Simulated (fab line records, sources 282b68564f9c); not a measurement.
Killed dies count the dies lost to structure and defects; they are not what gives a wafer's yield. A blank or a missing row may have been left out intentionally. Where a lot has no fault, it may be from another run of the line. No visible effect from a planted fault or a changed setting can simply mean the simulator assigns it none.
fab line records -- flow rit_cmos
record: lots: 6, wafers: 18, last_day: 7
route steps=202 shown PSD@150 SDANNEAL@153 NSD@158 PLDD@159 NLDD@160 SILICIDE@161 M1@202
lots that met no fault: taken from a fault-free run of the same line
start_h: start of the lot's first displayed wafer, in hours after the record's first day -- wait_h: hours from the lot's prior step to this one -- " the same as in the row above -- L1.1+2: several wafers, shown together as one row -- - no value, or no start was given -- * or withheld: withheld -- < > ~ a bound
route shown NAME@n: NAME is a module with steps in the file, n the number in the route of the first one -- usual: mean/standard deviation of fault-free wafers -- same: alike in all rows -- chamber/n: place in a boat -- sites: readings site by site -- _std_site: the standard deviation of these -- _edge_site: inner sites' mean taken away from outer sites' mean -- radius_mm: how far each site lies from the wafer's centre -- mask NAME#n: copy n -- behind: the most recent tool/chamber to have shaped the wafer -- hold: why the lot went on hold/how many hours it stayed there/how the hold came to an end -- device: whichever transistor did not switch (one of n, p or np) -- end of line: tests run on the same wafers once the route is complete -- a step with no rows: only its recipe -- killed: dies lost to structure and defects at the first sort, not the wafer's yield -- map: per-die view of a wafer (x killed, . not killed, _ where there is no die)
set.NAME: the setting that was run; set.NAME@STEP: the one run at that earlier step -- model.NAME: the simulator's own value behind a step, which no gauge read
certain route steps with their lots: each step a table, each wafer a row
services: a tool's chamber out of use, with start hour (start_h, from the record's first day; less than 0 if before it), hours out, and reason
== steps ==
step: RIT_PSD_IMPLANT_08
recipe: species: BF2, energy_kev: 27.44, dose_cm2: 5e+15, tilt_deg: 7
step: RIT_PSD_STRIP_09
recipe: chemistry: O2, time_s: 180, resist: NOVOLAK, platen_temp_c: withheld, power_w: 500, pressure_mtorr: 4000, o2_flow_sccm: 4000
usual: drypump_motor_current_A: 5.5/0.47
lot.wafer,tool,chamber,start_h,wait_h,drypump_motor_current_A,rf_hours_counter_h
L396.1,plasma_asher-03,1,83.64,0.1,5.2,28
L396.4,plasma_asher-03,1,83.64,0.1,5.2,-
L396.5,plasma_asher-03,1,83.64,0.1,5.2,-
L397.3,plasma_asher-04,1,90.23,0.1,5.0,-
L397.5,plasma_asher-04,1,90.23,0.1,4.9,-
L397.6,plasma_asher-04,0,90.23,0.1,5.5,-
L400.2,plasma_asher-03,1,103.91,0.1,5.2,30
L400.5,plasma_asher-03,1,103.91,0.1,5.2,-
L400.6,plasma_asher-03,0,103.91,0.1,6.4,-
L401.1,plasma_asher-03,1,109.24,0.1,5.2,30
L401.4,plasma_asher-03,1,109.24,0.1,5.2,-
L401.5,plasma_asher-03,0,109.24,0.1,6.4,-
L402.2,plasma_asher-04,0,114.59,0.1,5.5,50
L402.3,plasma_asher-04,0,114.59,0.1,5.5,-
L402.5,plasma_asher-04,0,114.59,0.1,5.5,-
L410.2,plasma_asher-04,1,156.78,0.1,5.0,55
L410.3,plasma_asher-04,1,156.78,0.1,5.0,-
L410.5,plasma_asher-04,1,156.78,0.1,5.0,-
step: RIT_PSD_TW_MEAS_10
usual: PSD_TW: 3432/32
lot.wafer,tool,chamber,start_h,wait_h,PSD_TW
L396.1,film_metro-03,-,83.81,0.1,3412
L396.4,film_metro-03,-,83.81,0.1,3404
L396.5,film_metro-03,-,83.81,0.1,3387
L397.3,film_metro-02,-,90.36,0.1,3376
L397.5,film_metro-02,-,90.36,0.1,3383
L397.6,film_metro-02,-,90.36,0.1,3379
L400.2,film_metro-04,-,104.09,0.1,3443
L400.5,film_metro-04,-,104.09,0.1,3448
L400.6,film_metro-04,-,104.09,0.1,3446
L401.1,film_metro-04,-,109.41,0.1,3441
L401.4,film_metro-04,-,109.41,0.1,3454
L401.5,film_metro-04,-,109.41,0.1,3450
L402.2,film_metro-03,-,114.78,0.1,3387
L402.3,film_metro-03,-,114.78,0.1,3403
L402.5,film_metro-03,-,114.78,0.1,3426
L410.2,film_metro-02,-,156.96,0.1,3415
L410.3,film_metro-02,-,156.96,0.1,3404
L410.5,film_metro-02,-,156.96,0.1,3409
step: RIT_SDANNEAL_CLEAN_00
recipe: chemistry: SC1, mix: 3:3:50, time_s: 600, temp_c: 75
step: RIT_SDANNEAL_CLEAN_01
recipe: chemistry: dHF, dilution: 50:1, time_s: 30
step: RIT_SDANNEAL_CLEAN_02
recipe: chemistry: SC2, mix: 3:3:50, time_s: 600, temp_c: 75, dry: n2_spin
step: RIT_SDANNEAL_RTA_03
recipe: temp_c: 1050, time_s: 5, idle_temp_c: 600, ramp_up_c_per_s: 342, ramp_down_c_per_s: 171, cool_to_c: 600, ambient: N2
usual: wafer_temp_C_max: 1053.3/1.1
lot.wafer,tool,chamber,start_h,wait_h,wafer_temp_C_max
L396.1,rtp_anneal-01,0,84.24,0.0,1052.9
L396.4,rtp_anneal-01,0,84.24,0.0,1052.8
L396.5,rtp_anneal-01,0,84.24,0.0,1054.9
L397.3,rtp_anneal-02,0,90.79,0.0,1053.0
L397.5,rtp_anneal-02,0,90.79,0.0,1052.4
L397.6,rtp_anneal-02,0,90.79,0.0,1054.4
L400.2,rtp_anneal-01,0,104.52,0.0,1051.7
L400.5,rtp_anneal-01,0,104.52,0.0,1052.5
L400.6,rtp_anneal-01,0,104.52,0.0,1052.7
L401.1,rtp_anneal-02,0,109.84,0.0,1052.8
L401.4,rtp_anneal-02,0,109.84,0.0,1052.9
L401.5,rtp_anneal-02,0,109.84,0.0,1052.6
L402.2,rtp_anneal-01,0,115.28,0.0,1052.9
L402.3,rtp_anneal-01,0,115.28,0.0,1051.7
L402.5,rtp_anneal-01,0,115.28,0.0,1052.6
L410.2,rtp_anneal-01,0,157.40,0.0,1053.0
L410.3,rtp_anneal-01,0,157.40,0.0,1054.0
L410.5,rtp_anneal-01,0,157.40,0.0,1052.5
step: RIT_SDANNEAL_RS_MEAS_04
recipe: thk_meas_gauge: four-point-probe
usual: PSD_RS: 114.9/0.31
lot.wafer,tool,chamber,start_h,wait_h,PSD_RS[ohm/sq]
L396.1,film_metro-02,-,84.30,0.0,114.8
L396.4,film_metro-02,-,84.30,0.0,115.2
L396.5,film_metro-02,-,84.30,0.0,115.0
L397.3,film_metro-03,-,90.87,0.1,115.2
L397.5,film_metro-03,-,90.87,0.1,115.1
L397.6,film_metro-03,-,90.87,0.1,114.8
L400.2,film_metro-02,-,104.59,0.1,115.0
L400.5,film_metro-02,-,104.59,0.1,115.3
L400.6,film_metro-02,-,104.59,0.1,115.1
L401.1,film_metro-03,-,109.96,0.1,115.2
L401.4,film_metro-03,-,109.96,0.1,114.7
L401.5,film_metro-03,-,109.96,0.1,115.2
L402.2,film_metro-02,-,115.35,0.1,114.5
L402.3,film_metro-02,-,115.35,0.1,114.5
L402.5,film_metro-02,-,115.35,0.1,114.4
L410.2,film_metro-02,-,157.47,0.1,114.9
L410.3,film_metro-02,-,157.47,0.1,115.3
L410.5,film_metro-02,-,157.47,0.1,115.0
step: RIT_SDANNEAL_RS_MEAS_05
recipe: thk_meas_gauge: four-point-probe
usual: NSD_RS: 84.52/0.27
lot.wafer,tool,chamber,start_h,wait_h,NSD_RS[ohm/sq]
L396.1,film_metro-02,-,84.42,0.1,84.75
L396.4,film_metro-02,-,84.42,0.1,84.61
L396.5,film_metro-02,-,84.42,0.1,84.59
L397.3,film_metro-03,-,90.99,0.1,84.16
L397.5,film_metro-03,-,90.99,0.1,84.27
L397.6,film_metro-03,-,90.99,0.1,84.67
L400.2,film_metro-02,-,104.71,0.1,84.71
L400.5,film_metro-02,-,104.71,0.1,84.25
L400.6,film_metro-02,-,104.71,0.1,84.51
L401.1,film_metro-03,-,110.08,0.1,84.58
L401.4,film_metro-03,-,110.08,0.1,84.87
L401.5,film_metro-03,-,110.08,0.1,84.68
L402.2,film_metro-02,-,115.47,0.1,84.60
L402.3,film_metro-02,-,115.47,0.1,84.25
L402.5,film_metro-02,-,115.47,0.1,84.24
L410.2,film_metro-02,-,157.59,0.1,84.49
L410.3,film_metro-02,-,157.59,0.1,84.55
L410.5,film_metro-02,-,157.59,0.1,83.92
step: RIT_SDANNEAL_RS_MEAS_06
recipe: thk_meas_gauge: four-point-probe
usual: PLDD_RS: 179.2/0.5
lot.wafer,tool,chamber,start_h,wait_h,PLDD_RS[ohm/sq]
L396.1,film_metro-02,-,84.54,0.1,178.7
L396.4,film_metro-02,-,84.54,0.1,178.8
L396.5,film_metro-02,-,84.54,0.1,178.9
L397.3,film_metro-03,-,91.11,0.1,179.5
L397.5,film_metro-03,-,91.11,0.1,179.7
L397.6,film_metro-03,-,91.11,0.1,180.0
L400.2,film_metro-02,-,104.83,0.1,179.3
L400.5,film_metro-02,-,104.83,0.1,179.7
L400.6,film_metro-02,-,104.83,0.1,179.5
L401.1,film_metro-03,-,110.20,0.1,179.1
L401.4,film_metro-03,-,110.20,0.1,179.6
L401.5,film_metro-03,-,110.20,0.1,179.3
L402.2,film_metro-02,-,115.59,0.1,179.3
L402.3,film_metro-02,-,115.59,0.1,179.0
L402.5,film_metro-02,-,115.59,0.1,179.4
L410.2,film_metro-02,-,157.71,0.1,179.5
L410.3,film_metro-02,-,157.71,0.1,179.6
L410.5,film_metro-02,-,157.71,0.1,179.6
step: RIT_SDANNEAL_RS_MEAS_07
recipe: thk_meas_gauge: four-point-probe
usual: NLDD_RS: 149.7/0.45
lot.wafer,tool,chamber,start_h,wait_h,NLDD_RS[ohm/sq]
L396.1,film_metro-02,-,84.66,0.1,149.4
L396.4,film_metro-02,-,84.66,0.1,149.9
L396.5,film_metro-02,-,84.66,0.1,150.3
L397.3,film_metro-03,-,91.23,0.1,150.3
L397.5,film_metro-03,-,91.23,0.1,149.7
L397.6,film_metro-03,-,91.23,0.1,150.4
L400.2,film_metro-02,-,104.95,0.1,149.4
L400.5,film_metro-02,-,104.95,0.1,149.6
L400.6,film_metro-02,-,104.95,0.1,148.9
L401.1,film_metro-03,-,110.32,0.1,150.7
L401.4,film_metro-03,-,110.32,0.1,150.3
L401.5,film_metro-03,-,110.32,0.1,150.4
L402.2,film_metro-02,-,115.71,0.1,150.1
L402.3,film_metro-02,-,115.71,0.1,150.6
L402.5,film_metro-02,-,115.71,0.1,150.1
L410.2,film_metro-02,-,157.83,0.1,149.5
L410.3,film_metro-02,-,157.83,0.1,149.3
L410.5,film_metro-02,-,157.83,0.1,149.7
step: RIT_SILICIDE_WET_ETCH_00
recipe: chemistry: BOE, target: SiO2, target_depth_nm: 14, time_s: 15, dry: n2_spin, dilution: 10:1, temp_c: 21.5
step: RIT_SILICIDE_SPUTTER_01
recipe: material: Ti, target_thk_nm: 30, power_w: 350, chamber_pressure_pa: 0.667, gas: Ar, time_s: 240, substrate_temp_c: 25
usual: chamber_pressure_pa: 0.6671/0.0013, substrate_temp_c: 24.99/0.11, throttle_valve_pct: 30.0/0.55
lot.wafer,tool,chamber,start_h,wait_h,chamber_pressure_pa,substrate_temp_c,throttle_valve_pct,model.Ti_of_SILICIDE_SPUTTER_01.thk_nm
L396.1,pvd_sputter-03,-,84.79,0.0,0.6664,24.90,30.0,30.11
L396.4,pvd_sputter-03,-,84.79,0.0,0.6680,24.95,29.2,30
L396.5,pvd_sputter-03,-,84.79,0.0,0.6676,25.07,29.8,30.16
L397.3,pvd_sputter-01,-,91.32,0.0,0.6670,24.81,30.6,29.85
L397.5,pvd_sputter-01,-,91.32,0.0,0.6666,25.12,29.9,30.05
L397.6,pvd_sputter-01,-,91.32,0.0,0.6670,24.97,30.9,30.09
L400.2,pvd_sputter-03,-,105.06,0.0,0.6669,25.07,30.1,29.81
L400.5,pvd_sputter-03,-,105.06,0.0,0.6666,25.16,29.9,29.94
L400.6,pvd_sputter-03,-,105.06,0.0,0.4012,25.21,37.8,33.05
L401.1,pvd_sputter-01,-,110.45,0.0,0.6679,25.07,30.7,30.09
L401.4,pvd_sputter-01,-,110.45,0.0,0.6657,25.04,30.8,30.17
L401.5,pvd_sputter-01,-,110.45,0.0,0.6677,24.96,30.8,30.3
L402.2,pvd_sputter-03,-,115.83,0.0,0.4032,25.00,37.8,33.15
L402.3,pvd_sputter-03,-,115.83,0.0,0.6679,25.07,29.2,29.45
L402.5,pvd_sputter-03,-,115.83,0.0,0.6663,24.92,30.1,29.53
L410.2,pvd_sputter-01,-,157.95,0.0,0.6670,25.02,29.7,29.71
L410.3,pvd_sputter-01,-,157.95,0.0,0.6669,25.09,30.7,29.61
L410.5,pvd_sputter-01,-,157.95,0.0,0.6678,25.13,30.4,29.42
step: RIT_SILICIDE_RS_MEAS_02
recipe: thk_meas_gauge: four-point-probe, reads: Ti_of_SILICIDE_SPUTTER_01
usual: SILICIDE_TI_RS: 48.1/0.52
lot.wafer,tool,chamber,start_h,wait_h,hold,SILICIDE_TI_RS[ohm/sq]
L396.1,film_metro-01,-,84.94,0.1,-,47.8
L396.4,film_metro-01,-,84.94,0.1,-,47.9
L396.5,film_metro-01,-,84.94,0.1,-,47.5
L397.3,film_metro-03,-,91.51,0.1,-,48.1
L397.5,film_metro-03,-,91.51,0.1,-,47.9
L397.6,film_metro-03,-,91.51,0.1,-,47.8
L400.2,film_metro-01,-,105.23,0.1,await_dispo/0.2h/release,48.3
L400.5,film_metro-01,-,105.23,0.1,await_dispo/0.2h/release,48.0
L400.6,film_metro-01,-,105.23,0.1,await_dispo/0.2h/release,27.0
L400.2,film_metro-01,-,105.52,0.3,-,48.7
L400.5,film_metro-01,-,105.52,0.3,-,48.4
L400.6,film_metro-01,-,105.52,0.3,-,27.3
L401.1,film_metro-01,-,110.60,0.1,-,47.8
L401.4,film_metro-01,-,110.60,0.1,-,47.5
L401.5,film_metro-01,-,110.60,0.1,-,47.3
L402.2,film_metro-03,-,116.00,0.1,await_dispo/0.2h/release,27.0
L402.3,film_metro-03,-,116.00,0.1,await_dispo/0.2h/release,49.0
L402.5,film_metro-03,-,116.00,0.1,await_dispo/0.2h/release,48.8
L402.2,film_metro-03,-,116.28,0.3,-,27.2
L402.3,film_metro-03,-,116.28,0.3,-,49.5
L402.5,film_metro-03,-,116.28,0.3,-,49.3
L410.2,film_metro-04,-,158.12,0.1,-,48.3
L410.3,film_metro-04,-,158.12,0.1,-,48.6
L410.5,film_metro-04,-,158.12,0.1,-,49.0
step: RIT_SILICIDE_THK_MEAS_03
recipe: thk_meas_gauge: xrf, reads: Ti_of_SILICIDE_SPUTTER_01
usual: SILICIDE_TI_THK: 29.82/0.29
lot.wafer,tool,chamber,start_h,wait_h,hold,SILICIDE_TI_THK[nm]
L396.1,film_metro-01,-,85.06,0.1,-,29.93
L396.4,film_metro-01,-,85.06,0.1,-,29.66
L396.5,film_metro-01,-,85.06,0.1,-,30.11
L397.3,film_metro-03,-,91.61,0.1,-,29.88
L397.5,film_metro-03,-,91.61,0.1,-,29.98
L397.6,film_metro-03,-,91.61,0.1,-,30.07
L400.2,film_metro-01,-,108.05,2.5,await_dispo/0.2h/release,29.74
L400.5,film_metro-01,-,108.05,2.5,await_dispo/0.2h/release,29.74
L400.6,film_metro-01,-,108.05,2.5,await_dispo/0.2h/release,32.82
L400.2,film_metro-01,-,108.28,0.2,-,29.73
L400.5,film_metro-01,-,108.28,0.2,-,29.86
L400.6,film_metro-01,-,108.28,0.2,-,32.83
L401.1,film_metro-01,-,110.72,0.1,-,30.03
L401.4,film_metro-01,-,110.72,0.1,-,29.92
L401.5,film_metro-01,-,110.72,0.1,-,30.06
L402.2,film_metro-03,-,118.44,2.1,await_dispo/0.2h/release,33.13
L402.3,film_metro-03,-,118.44,2.1,await_dispo/0.2h/release,29.41
L402.5,film_metro-03,-,118.44,2.1,await_dispo/0.2h/release,29.43
L402.2,film_metro-03,-,118.67,0.2,-,33.18
L402.3,film_metro-03,-,118.67,0.2,-,29.29
L402.5,film_metro-03,-,118.67,0.2,-,29.56
L410.2,film_metro-04,-,158.23,0.1,-,29.83
L410.3,film_metro-04,-,158.23,0.1,-,29.85
L410.5,film_metro-04,-,158.23,0.1,-,29.48
step: RIT_SILICIDE_RTA_04
recipe: temp_c: 650, time_s: 10, idle_temp_c: 25, ramp_up_s: 5, ramp_down_s: 5, cool_to_c: 25, ambient: N2
usual: wafer_temp_C_max: 653.1/1.2
lot.wafer,tool,chamber,start_h,wait_h,hold,wafer_temp_C_max
L396.1,rtp_anneal-02,0,85.12,0.1,-,653.1
L396.4,rtp_anneal-02,0,85.12,0.1,-,652.5
L396.5,rtp_anneal-02,0,85.12,0.1,-,652.1
L397.3,rtp_anneal-01,0,91.67,0.1,-,653.1
L397.5,rtp_anneal-01,0,91.67,0.1,-,654.5
L397.6,rtp_anneal-01,0,91.67,0.1,-,653.2
L400.2,rtp_anneal-02,0,109.60,1.3,await_dispo/1.3h/release,651.8
L400.5,rtp_anneal-02,0,109.60,1.3,await_dispo/1.3h/release,651.7
L400.6,rtp_anneal-02,0,109.60,1.3,await_dispo/1.3h/release,652.4
L401.1,rtp_anneal-01,0,110.78,0.1,-,654.2
L401.4,rtp_anneal-01,0,110.78,0.1,-,653.6
L401.5,rtp_anneal-01,0,110.78,0.1,-,653.9
L402.2,rtp_anneal-02,0,123.89,5.2,await_dispo/5.1h/release,651.4
L402.3,rtp_anneal-02,0,123.89,5.2,await_dispo/5.1h/release,651.6
L402.5,rtp_anneal-02,0,123.89,5.2,await_dispo/5.1h/release,651.9
L410.2,rtp_anneal-02,0,158.29,0.1,-,652.2
L410.3,rtp_anneal-02,0,158.29,0.1,-,651.9
L410.5,rtp_anneal-02,0,158.29,0.1,-,651.7
step: RIT_M1_PROBE_99
usual: killed_at_front_end: 7.1/2.9, killed_dies: 7.2/2.9, killed_open: 3.6/1.9, killed_short: 3.5/1.9
same: gross_dies: 264, killed_at_M0_to_M3: 0, killed_at_M4_up: 0, killed_at_back_side: 0, killed_at_contacts: 0, killed_at_other: 0
lot.wafer,tool,chamber,start_h,wait_h,killed_at_front_end,killed_dies,killed_open,killed_short
L396.1,prober-01,-,91.53,0.1,9,9,6,3
L396.4,prober-01,-,91.68,0.2,9,9,5,4
L396.5,prober-01,-,91.73,0.2,10,10,1,9
L397.3,prober-01,-,98.22,0.2,4,4,2,2
L397.5,prober-01,-,98.32,0.2,15,15,8,7
L397.6,prober-01,-,98.37,0.2,2,2,2,0
L400.2,prober-02,-,116.37,0.1,6,6,2,4
L400.5,prober-02,-,116.52,0.2,7,7,3,4
L400.6,prober-02,-,116.57,0.2,10,10,8,2
L401.1,prober-01,-,117.56,0.1,7,7,4,3
L401.4,prober-01,-,117.71,0.2,4,4,2,2
L401.5,prober-01,-,117.76,0.2,5,5,4,1
L402.2,prober-02,-,130.92,0.1,13,13,8,5
L402.3,prober-02,-,130.97,0.2,6,6,4,2
L402.5,prober-02,-,131.07,0.2,10,10,6,4
L410.2,prober-02,-,165.09,0.1,12,12,9,3
L410.3,prober-02,-,165.14,0.2,5,5,3,2
L410.5,prober-02,-,165.24,0.2,7,7,3,4
killed by level:class
L396.1 FOX1:geometric_particle:open=2 REOX:geometric_particle:open=2 GATE:geometric_particle:short=1 REOX:geometric_particle:short=1 SPACER:geometric_particle:open=1 SILICIDE:geometric_particle:short=1 SILICIDE:geometric_particle:open=1
L396.4 REOX:geometric_particle:open=2 REOX:geometric_particle:short=2 FOX2:geometric_particle:short=1 GATE:geometric_particle:open=1 SPACER:geometric_particle:open=1 SILICIDE:geometric_particle:short=1 SILICIDE:geometric_particle:open=1
L396.5 GATE:geometric_particle:short=4 FOX1:geometric_particle:short=2 REOX:geometric_particle:short=2 GATE:geometric_particle:open=1 SPACER:geometric_particle:short=1
L397.3 FOX1:geometric_particle:open=1 GATE:geometric_particle:short=1 GATE:geometric_particle:open=1 REOX:geometric_particle:short=1
L397.5 GATE:geometric_particle:open=3 GATE:geometric_particle:short=2 REOX:geometric_particle:short=2 SPACER:geometric_particle:open=2 ACTIVE:geometric_particle:short=1 FOX1:geometric_particle:open=1 REOX:geometric_particle:open=1 SPACER:geometric_particle:short=1
L397.6 REOX:geometric_particle:open=1 SILICIDE:geometric_particle:open=1
L400.2 GATE:geometric_particle:short=3 GATE:geometric_particle:open=1 REOX:geometric_particle:open=1 SILICIDE:geometric_particle:short=1
L400.5 SILICIDE:geometric_particle:open=2 FOX1:geometric_particle:short=1 GATE:geometric_particle:open=1 GATE:geometric_particle:short=1 REOX:geometric_particle:short=1 SILICIDE:geometric_particle:short=1
L400.6 GATE:geometric_particle:open=3 REOX:geometric_particle:open=3 GATE:geometric_particle:short=2 FOX1:geometric_particle:open=1 SILICIDE:geometric_particle:open=1
L401.1 FOX2:geometric_particle:short=2 GATE:geometric_particle:open=2 GATE:geometric_particle:short=1 REOX:geometric_particle:open=1 SILICIDE:geometric_particle:open=1
L401.4 SILICIDE:geometric_particle:open=2 REOX:geometric_particle:short=1 SPACER:geometric_particle:short=1
L401.5 SILICIDE:geometric_particle:open=2 FOX2:geometric_particle:open=1 GATE:geometric_particle:open=1 GATE:geometric_particle:short=1
L402.2 FOX1:geometric_particle:short=2 GATE:geometric_particle:open=2 REOX:geometric_particle:open=2 SPACER:geometric_particle:short=2 SILICIDE:geometric_particle:open=2 FOX1:geometric_particle:open=1 FOX2:geometric_particle:open=1 REOX:geometric_particle:short=1
L402.3 GATE:geometric_particle:open=3 SILICIDE:geometric_particle:short=2 FOX2:geometric_particle:open=1
L402.5 GATE:geometric_particle:short=3 FOX2:geometric_particle:open=2 GATE:geometric_particle:open=2 FOX1:geometric_particle:open=1 FOX1:geometric_particle:short=1 REOX:geometric_particle:open=1
L410.2 FOX1:geometric_particle:open=3 SILICIDE:geometric_particle:open=3 GATE:geometric_particle:short=2 GATE:geometric_particle:open=2 FOX2:geometric_particle:open=1 SILICIDE:geometric_particle:short=1
L410.3 GATE:geometric_particle:open=2 FOX2:geometric_particle:short=1 GATE:geometric_particle:short=1 SILICIDE:geometric_particle:open=1
L410.5 FOX1:geometric_particle:short=2 GATE:geometric_particle:open=2 FOX2:geometric_particle:open=1 GATE:geometric_particle:short=1 SILICIDE:geometric_particle:short=1
== services ==
tool,chamber,start_h,hours,kind
pvd_sputter-01,-,95.55,3.5,repair
pvd_sputter-01,-,122.45,3.9,repair
== key ==
first_sign: step: RIT_SILICIDE_SPUTTER_01, reading: chamber_pressure_pa, direction: down, sigmas: 99+, usual: 0.6671, struck: 0.4022
effect: step: RIT_SILICIDE_SPUTTER_01, reading: throttle_valve_pct, direction: up, sigmas: 14, usual: 30.0, struck: 37.8
effect: step: RIT_SILICIDE_RS_MEAS_02, reading: visit, direction: added
effect: step: RIT_SILICIDE_RS_MEAS_02, reading: SILICIDE_TI_RS, direction: down, sigmas: 40, usual: 48.1, struck: 27.0
effect: step: RIT_SILICIDE_THK_MEAS_03, reading: visit, direction: added
effect: step: RIT_SILICIDE_THK_MEAS_03, reading: SILICIDE_TI_THK, direction: up, sigmas: 11, usual: 29.82, struck: 32.97
model_effect: step: RIT_SILICIDE_SPUTTER_01, value: Ti_of_SILICIDE_SPUTTER_01.thk_nm, without: 29.63, struck: 33.1
met_at RIT_SILICIDE_SPUTTER_01
struck_wafers L400.6,L402.2
tester_left_out L400,L402
fault: kind: process_parameter_drift, tool: pvd_sputter-03, chamber: -, onset_h: 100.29, steps: RIT_SILICIDE_SPUTTER_01, channel: chamber_pressure_pa, offset: -0.26516, shape: step, end_h: 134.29, acts_in: these_recipes_only, stated: 0.667, scope: struck_wafers_only
tester_left_out: of these lots the tester's yield and bins aren't shown, on N5 and GAA mostly nor the transistor test; their killed dies are dies lost to structure and defects alone, not to doping, threshold or leakage, so they don't give the yield
